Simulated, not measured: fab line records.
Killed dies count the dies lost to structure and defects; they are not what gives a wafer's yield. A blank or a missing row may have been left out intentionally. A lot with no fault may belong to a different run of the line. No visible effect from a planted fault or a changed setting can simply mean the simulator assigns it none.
Split-lot experiment ; flow rit cmos ; route with 202 steps; 5 lots, 23 wafers read

ABOUT THE SPLIT
At RIT_NWELL_IMPLANT_08, the setting dose cm2 was moved away from the recipe's 5e+13 on 9 of the 23 wafers read, by -6.3% to -2.5%. The other wafers ran this setting at the recipe's value.

FROM THE SPLIT TO THE READING: what the file shows between them, 8 steps
- RIT_PWELL_COAT_01: resist thk 1300 nm (also split here: spin rpm)
- RIT_PWELL_SOFTBAKE_02: time 60 s
- RIT_PWELL_EXPOSE_03: exposes mask M3, target cd 43700 nm
- RIT_PWELL_DEVELOP_05: develop time 68 s
- RIT_PWELL_HARDBAKE_07: time 120 s
- RIT_PWELL_IMPLANT_08 (also split here: energy kev)
- RIT_PWELL_STRIP_09: strips in O2, time 180 s
- RIT_WELLDRIVE_ANNEAL_00: time 14700 s

THE READING
NWELL_RS (ohm/sq), read at RIT_WELLDRIVE_RS_MEAS_01 with a four-point probe. On this fab line, fault-free wafers typically give 274.9 ohm/sq with a standard deviation of 0.71 ohm/sq.

wafer;tool, chamber at the split;dose cm2 as run;against the recipe;NWELL_RS, ohm/sq;against lot-mates on the recipe
L074.1;implanter-04, 0;4.877e+13;-2.5%;279.6;+4.3
L074.2;implanter-04, 0;4.877e+13;-2.5%;279.3;+4.0
L074.3;implanter-04, 0;5e+13;recipe;275.7;-
L074.4;implanter-04, 0;5e+13;recipe;274.6;-
L074.5;implanter-04, 0;5e+13;recipe;275.5;-
L075.1;implanter-02, 0;5e+13;recipe;274.2;-
L075.2;implanter-02, 0;5e+13;recipe;274.1;-
L075.3;implanter-02, 0;4.75e+13;-5.0%;283.3;+9.2
L075.4;implanter-02, 0;4.75e+13;-5.0%;283.0;+8.9
L075.5;implanter-02, 0;4.75e+13;-5.0%;283.6;+9.5
L077.1;implanter-04, 0;5e+13;recipe;274.0;-
L077.2;implanter-04, 0;4.76e+13;-4.8%;282.3;+8.0
L077.4;implanter-04, 0;5e+13;recipe;274.7;-
L077.5;implanter-04, 0;5e+13;recipe;274.1;-
L077.6;implanter-04, 0;4.76e+13;-4.8%;282.0;+7.7
L078.1;implanter-03, 0;5e+13;recipe;275.9;-
L078.2;implanter-03, 0;5e+13;recipe;275.0;-
L078.3;implanter-03, 0;5e+13;recipe;275.4;-
L078.4;implanter-03, 0;4.685e+13;-6.3%;285.9;+10.5
L078.5;implanter-03, 0;4.685e+13;-6.3%;287.1;+11.7
L085.4;implanter-02, 0;5e+13;recipe;274.6;-
L085.5;implanter-02, 0;5e+13;recipe;274.5;-
L085.6;implanter-02, 0;5e+13;recipe;274.6;-

FIT RESULTS
A straight line over all 23 wafers: NWELL_RS changes by -1.74 ohm/sq for each +1% of dose cm2; r = -0.99; the points scatter about the line by 0.68 ohm/sq.
The same after taking each lot's own level away (the mean of its wafers on the recipe; 23 wafers): -1.76 ohm/sq for each +1%; r = -1.00; scatter 0.4 ohm/sq.
According to that fit, moving dose cm2 by its largest amount changes the reading by 11 ohm/sq.
The lots' own levels span 274.15 to 275.43 ohm/sq, that is 1.8 times the standard deviation above.
Consequently the slope shifts little with the lot-to-lot level, the two slopes agreeing.
Check: with one of the wafers moved furthest among these (-6.3%) left out of the fit, the line predicts +11.2 ohm/sq for it against its lot-mates. It came out at +10.5 ohm/sq against them.

ADDITIONAL SPLITS CARRIED BY THESE WAFERS
Note: prior to the reading, these wafers also went through further splits. Each is held against what the fit with the lots' levels taken away leaves over:
other split on the same wafers;wafers away from the commonest value;r with NWELL_RS (lot level and that fit taken away)
RIT_ACTIVE_OXIDATION_01 temp c;5;+0.32
RIT_ACTIVE_DEVELOP_10 develop time s;7;+0.09
RIT_ACTIVE_ETCH_13 pressure mtorr;15;-0.02
RIT_NWELL_SOFTBAKE_02 temp c;8;-0.07
RIT_PWELL_COAT_01 spin rpm;5;-0.08
RIT_PWELL_IMPLANT_08 energy kev;10;+0.23

FILE'S OWN FIT
NWELL_RS changes by -1.74 ohm/sq for each +1% of dose cm2, r = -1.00.
